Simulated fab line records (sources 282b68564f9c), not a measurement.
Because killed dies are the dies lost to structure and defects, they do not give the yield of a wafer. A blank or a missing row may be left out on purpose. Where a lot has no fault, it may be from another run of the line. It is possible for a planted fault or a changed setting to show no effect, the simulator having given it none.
A struck lot beside a sound one / flow rit_cmos / 18 out of 202 route steps
Sound: the wafers L991.2, L991.3, L991.6. Wafers struck: L988.2, L988.5, L988.6. The cause comes at the end.
Order at every step that has rows: each side's tool, ch and its chambers, its first start. Under that, the readings that differ: sound wafers / struck wafers / difference of the means / sigmas: that difference in standard deviations of wafers without a fault.
alike: readings whose means differ by less than 2 such deviations, and words and numbers that are the same on both sides. not compared: withheld readings, readings that some wafer has no value for, bounds like >300 that may hide the same value, and numbers for which the record gives no deviation and whose values overlap.
A row with sigmas, a row that says differs or no value, or rows on one side alone: a step with any of these is where the two part. When numbers do not overlap yet have no deviation, they are printed without sigmas and do not part them. A reading that every wafer of one side lacks parts them only if that side has two wafers or more.

first, 1 step without rows for these wafers: RIT_GATE_HARDBAKE_18 (time 60 s).
RIT_GATE_ETCH_19: etches poly-Si in SF6/CHF3/O2, stops on SiO2, time 165 s, target depth 312.5 nm.
  sound on rie_si-02 ch 0,2, day 7 03:11; struck on rie_si-01 ch 2,3, day 6 12:09
  alike: drypump_motor_current_A, oes_product_au, throttle_valve_pct
  not compared: rf_hours_counter_h
RIT_GATE_STRIP_20: strips in O2, time 180 s.
  sound on plasma_asher-03 ch 0,1, day 7 03:17; struck on plasma_asher-04 ch 0,1, day 6 12:16
  alike: drypump_motor_current_A
  not compared: rf_hours_counter_h
RIT_GATE_CD_MEAS_90: the cd target is 150 nm.
  sound: cd_sem-02 at day 7 03:29; struck: cd_sem-01 at day 6 12:27
  alike: cd_nm
then, 4 steps without rows for these wafers: RIT_REOX_CLEAN_00 (cleans in SC1, time 600 s); RIT_REOX_CLEAN_01 (cleans in dHF, time 30 s); RIT_REOX_CLEAN_02 (cleans in SC2, time 600 s); RIT_REOX_OXIDATION_03 (target thk 25.2 nm, ox time 5580 s).
RIT_REOX_THK_MEAS_04:
  sound: film_metro-01 at day 7 06:31; struck: film_metro-01 at day 6 15:48
  alike: REOX_OXIDE_THK
then, 3 steps without rows for these wafers: RIT_NLDD_HMDS_00 (prime time 60 s); RIT_NLDD_COAT_01 (resist thk 1000 nm); RIT_NLDD_SOFTBAKE_02 (time 60 s).
RIT_NLDD_EXPOSE_03: exposes mask M7, target cd 40700 nm.
  sound on iline_stepper-01 ch 0, day 7 07:02; struck on iline_stepper-02 ch 0, day 6 16:27
reading=model.NLDD.overlay_x_nm (nm); sound=0.1861 0.1861 0.1861; struck=-150.5 -150.5 -150.5; difference=-150.7; sigmas=
  alike: mask, stage_vel_mm_s
then, 2 steps without rows for these wafers: RIT_NLDD_PEB_04; RIT_NLDD_DEVELOP_05 (develop time 50 s).
RIT_NLDD_OVL_MEAS_06:
  sound: overlay-02 at day 7 07:26; struck: overlay-01 at day 6 16:50
reading=NLDD_OVL (nm); sound=0.3 2.1 0.6; struck=-151.0 -149.8 -149.8; difference=-151.2; sigmas=-99 or more
then, 1 step without rows for these wafers: RIT_NLDD_HARDBAKE_07 (time 60 s).
RIT_M1_PROBE_99:
  sound: prober-01 at day 8 01:37; struck: prober-02 at day 7 08:22
reading=model.etest.nldd.width_nm (nm); sound=3184 3176 3158; struck=3107 3115 3131; difference=-55; sigmas=
  alike: killed_at_contacts, killed_at_front_end, killed_dies, killed_on_rim, killed_open, killed_short

WHERE THEY PART
At RIT_NLDD_OVL_MEAS_06 and nowhere else, as far as this record goes. Later steps at which nothing parts them and some readings are alike: RIT_M1_PROBE_99.

WHY: whatever the simulator had introduced
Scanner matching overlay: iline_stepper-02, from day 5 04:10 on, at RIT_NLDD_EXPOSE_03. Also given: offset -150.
